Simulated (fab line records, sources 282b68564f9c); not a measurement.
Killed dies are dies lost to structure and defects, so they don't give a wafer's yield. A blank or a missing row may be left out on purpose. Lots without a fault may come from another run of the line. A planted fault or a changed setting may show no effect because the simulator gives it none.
One fault seen from 2 desks | flow rit_cmos | each desk has only its own numbers; what lay behind them comes last

THE TOOL OWNER'S DESK: pvd_sputter-02
The tool's own readings at RIT_SILICIDE_SPUTTER_01 (material Ti, target thk 30 nm, time 240 s): means of the sampled wafers that have a number, for each lot that ran on this tool. A lot is out of limits, marked OUT, if its mean lies more than 4 standard deviations from the usual mean; the brackets give that distance.
Columns: A = cathode_dc_power_W at RIT_SILICIDE_SPUTTER_01, usual 350.00 W; B = throttle_valve_pct at RIT_SILICIDE_SPUTTER_01, usual 30.1 %
lot  | first seen here | A      | B
L484 | day 3 13:04     | 350.04 | 30.2
L490 | day 4 15:43     | 350.05 | 30.8
L492 | day 4 20:53     | 350.04 | 30.2
L498 | day 6 12:56     | 350.03 | 30.2
L500 | day 6 18:29     | 349.99 | 29.5
This desk's finding: nothing out of limits on any of the 5 lots.

THE METROLOGY DESK
What the gauges read, lot by lot, whatever tool the lot ran on: means of the sampled wafers that have a number. A lot is out of limits, marked OUT, if its mean lies more than 4 standard deviations from the usual mean; the brackets give that distance.
Columns: A = SILICIDE_TI_RS at RIT_SILICIDE_RS_MEAS_02, usual 48.2 ohm/sq; B = SILICIDE_TI_THK at RIT_SILICIDE_THK_MEAS_03, usual 29.2 nm
lot  | first seen here | A              | B
L484 | day 3 13:13     | 49.0           | 28.8
L485 | day 3 13:44     | 48.6           | 28.8
L486 | day 3 15:32     | 47.7           | 29.4
L487 | day 4 02:17     | 48.1           | 29.2
L488 | day 4 03:53     | 48.0           | 29.4
L489 | day 4 09:10     | 47.2           | 29.7
L490 | day 4 15:54     | 47.8           | 29.4
L492 | day 4 21:04     | 48.2           | 29.2
L497 | day 6 03:13     | 48.4           | 28.9
L498 | day 6 13:08     | 57.6 (+17) OUT | 25.5 (-11) OUT
L500 | day 6 18:38     | 58.1 (+18) OUT | 25.3 (-12) OUT
L501 | day 7 08:43     | 47.7           | 29.7
L503 | day 8 00:17     | 47.8           | 29.3
L504 | day 8 05:52     | 48.5           | 29.0
This desk's finding: out of limits on L498, L500; first on L498, day 6 13:08 (SILICIDE_TI_RS at RIT_SILICIDE_RS_MEAS_02). In limits: L484, L485, L486, L487, L488, L489, L490, L492, L497, L501, L503, L504.

PUT TOGETHER
The metrology desk could have raised an alarm at day 6 13:08, on L498, L500.
The tool owner's desk saw nothing out of limits.
The tool owner's desk has L498, L500 on record, within its limits.
Of the lots named, all ran RIT_SILICIDE_SPUTTER_01 on pvd_sputter-02.

WHAT THE SIMULATOR HAD PUT IN
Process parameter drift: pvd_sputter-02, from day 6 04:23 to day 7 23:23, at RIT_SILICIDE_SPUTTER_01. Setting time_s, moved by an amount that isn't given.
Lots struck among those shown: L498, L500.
Hours from the fault's start to each desk's first reading out of limits: the metrology desk, 9.
